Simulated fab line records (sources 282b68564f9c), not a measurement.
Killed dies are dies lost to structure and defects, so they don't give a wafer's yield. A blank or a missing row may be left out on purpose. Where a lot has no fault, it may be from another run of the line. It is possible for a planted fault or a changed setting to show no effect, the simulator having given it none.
A struck lot beside a sound one + flow ritCmos + 15 steps out of a route of 202
Sound: these wafers, L183.2, L183.4, L183.5. Wafers struck: L197.1, L197.3, L197.5. The cause comes at the end.
At each step with rows: each side's tool, then ch and its chambers, then its first start. Under that, the readings that differ: sound wafers + struck wafers + difference of the means + sigmas: that difference in standard deviations of wafers without a fault.
alike: words and numbers the same on both sides, and readings whose means are apart by under 2 such deviations; not compared: readings that were withheld, readings missing a value for some wafer, numbers with overlapping values and no deviation given by the record, and bounds like >300 which may hide the same value.
The two part at a step that has a row with sigmas, a row that says differs or no value, or rows on one side only. Numbers that don't overlap but have no deviation are shown without sigmas and don't part them. A reading that every wafer of one side lacks parts them only if that side has two wafers or more.

first, 1 step without rows for these wafers: RIT_SILICIDE_WET_ETCH_00 (etches SiO2 in BOE, target depth 14 nm, time 15 s).
RIT_SILICIDE_SPUTTER_01: material Ti, target thk 30 nm, time 240 s.
  sound: pvdSputter-04 at day 3 19:10; struck: pvdSputter-03 at day 6 15:20
  alike: throttleValvePct
RIT_SILICIDE_RS_MEAS_02: measurement is done with a four-point probe.
  sound: filmMetro-02 at day 3 19:20; struck: filmMetro-04 at day 6 15:29
  alike: SILICIDE_TI_RS
RIT_SILICIDE_THK_MEAS_03: measures by xrf.
  sound: filmMetro-02 at day 3 19:26; struck: filmMetro-04 at day 6 15:36
  alike: SILICIDE_TI_THK
RIT_SILICIDE_RTA_04: time 10 s, ramp up 5 s, ramp down 5 s.
  sound on rtpAnneal-01 ch 0, day 3 19:31; struck on rtpAnneal-01 ch 0, day 6 15:40
  alike: annealTempCMax, wafer_temp_C_max
then, 1 step without rows for these wafers: RIT_SILICIDE_WET_ETCH_05 (etches Ti in SPM, time 120 s).
RIT_SILICIDE_RTA_06: time 10 s, ramp up 5 s, ramp down 10 s.
  sound on rtpAnneal-02 ch 0, day 3 19:41; struck on rtpAnneal-02 ch 0, day 6 15:46
  alike: annealTempCMax, wafer_temp_C_max
RIT_CONTACT_CVD_00: deposits SiO2 from TEOS, target thk 400 nm, time 61 s.
  sound on pecvd-03 ch 0,1, day 3 19:44; struck on pecvd-02 ch 0,1, day 6 15:50
  alike: heaterPowerW
RIT_CONTACT_THK_MEAS_01:
  sound: filmMetro-01 at day 3 19:47; struck: filmMetro-02 at day 6 15:53
  alike: CONTACT_TEOS_THK
then, 3 steps without rows for these wafers: RIT_CONTACT_HMDS_02 (prime time 60 s); RIT_CONTACT_COAT_03 (resist thk 1000 nm); RIT_CONTACT_SOFTBAKE_04 (time 60 s).
RIT_CONTACT_EXPOSE_05: exposes mask M11, target cd 1000 nm.
  sound on ilineStepper-02 ch 0, day 3 20:26; struck on ilineStepper-01 ch 0, day 6 16:24
| reading                       | sound                   | struck               | difference | sigmas |
|-------------------------------|-------------------------|----------------------|------------|--------|
| model.CONTACT.overlayXNm (nm) | -0.7874 -0.7874 -0.7874 | 0.9234 0.9234 0.9234 | +1.7108    |        |
  alike: mask, focusOffsetNm
then, 1 step without rows for these wafers: RIT_CONTACT_PEB_06.
RIT_M1_PROBE_99:
  sound: prober-01 at day 4 02:08; struck: prober-02 at day 6 22:15
  alike: killedAtContacts, killedAtFrontEnd, killedDies, killedOpen, killedShort

WHERE THEY PART
Nowhere in this record.

WHY: whatever the simulator had introduced
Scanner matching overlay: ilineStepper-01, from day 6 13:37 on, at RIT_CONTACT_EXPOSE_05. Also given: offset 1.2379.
